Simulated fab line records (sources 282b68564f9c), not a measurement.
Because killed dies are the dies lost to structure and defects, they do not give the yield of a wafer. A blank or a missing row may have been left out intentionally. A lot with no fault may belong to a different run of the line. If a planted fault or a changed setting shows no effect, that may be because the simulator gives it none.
Which tool was responsible? || flow rit_cmos || 8 lots, 24 wafers sampled, at 2 steps of a route of 202

== WHAT THE GAUGES SHOWED, per wafer ==
RIT_NRETRO_OVL_MEAS_06.
{"lot": "L431", "measured": "day 2 11:29", "on": "overlay-02", "NRETRO_OVL (nm)": "-2.0 -1.6 -2.0"}
{"lot": "L435", "measured": "day 3 09:55", "on": "overlay-02", "NRETRO_OVL (nm)": "-2.3 -2.5 -2.8"}
{"lot": "L437", "measured": "day 3 20:25", "on": "overlay-01", "NRETRO_OVL (nm)": "-0.7 -1.5 -1.0"}
{"lot": "L442", "measured": "day 4 18:44", "on": "overlay-01", "NRETRO_OVL (nm)": "-302.8 -301.6 -302.4"}
{"lot": "L445", "measured": "day 5 11:30", "on": "overlay-02", "NRETRO_OVL (nm)": "-302.0 -301.2 -303.0"}
{"lot": "L447", "measured": "day 5 19:59", "on": "overlay-01", "NRETRO_OVL (nm)": "1.6 1.7 -1.8"}
{"lot": "L449", "measured": "day 6 06:16", "on": "overlay-02", "NRETRO_OVL (nm)": "-0.3 -2.1 -0.4"}
{"lot": "L451", "measured": "day 6 14:19", "on": "overlay-01", "NRETRO_OVL (nm)": "-3.3 -3.2 -0.3"}

== WHAT TOOL EACH LOT RAN ON (gives the tool, then ch and the chambers of the sampled wafers, and finally the start) ==
{"lot": "L431", "RIT_NRETRO_EXPOSE_03": "iline_stepper-02 ch 0, day 2 11:03"}
{"lot": "L435", "RIT_NRETRO_EXPOSE_03": "iline_stepper-01 ch 0, day 3 09:29"}
{"lot": "L437", "RIT_NRETRO_EXPOSE_03": "iline_stepper-01 ch 0, day 3 19:59"}
{"lot": "L442", "RIT_NRETRO_EXPOSE_03": "iline_stepper-01 ch 0, day 4 18:19"}
{"lot": "L445", "RIT_NRETRO_EXPOSE_03": "iline_stepper-01 ch 0, day 5 11:06"}
{"lot": "L447", "RIT_NRETRO_EXPOSE_03": "iline_stepper-02 ch 0, day 5 19:34"}
{"lot": "L449", "RIT_NRETRO_EXPOSE_03": "iline_stepper-02 ch 0, day 6 05:48"}
{"lot": "L451", "RIT_NRETRO_EXPOSE_03": "iline_stepper-02 ch 0, day 6 13:53"}
- RIT_NRETRO_EXPOSE_03: exposes mask M4, target cd 43900 nm.

== THE ANSWER, worked out from the rows above alone ==
Rule: usual is defined by the lots themselves. Put in order of their means at a reading, lots are off if they are a third of the lots or fewer, leave a main group of 4 or more, and stand apart from it by a gap of 3 or more times the standard deviation of the main group's means; of several such gaps the widest counts. Not used: any main group whose means are identical at the precision the tables above print for the reading. Also off: a lot with no number at a reading for which 4 or more lots have one. Any other lot the step has rows for is counted as sound.
Off: L442, L445, at RIT_NRETRO_OVL_MEAS_06 (NRETRO_OVL). Mean -1.4 nm and standard deviation 1 in the main group.
A tool fits if, at a process step before that reading, it ran every lot that is off, and no sound lot after the first of them. Those tools and the gauges at RIT_NRETRO_OVL_MEAS_06 are tried in the same way. One candidate fits, namely iline_stepper-01 at RIT_NRETRO_EXPOSE_03. A fault onset in the window from L437 (day 3 19:59, its last sound lot) to L442 (day 4 18:19, its first lot off) fits.

== WHAT THE SIMULATOR HAD PUT IN ==
Scanner matching overlay: iline_stepper-01, from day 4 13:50 on, at RIT_NRETRO_EXPOSE_03. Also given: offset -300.
Lots struck among those shown: L442, L445. The rule given above showed the same thing.
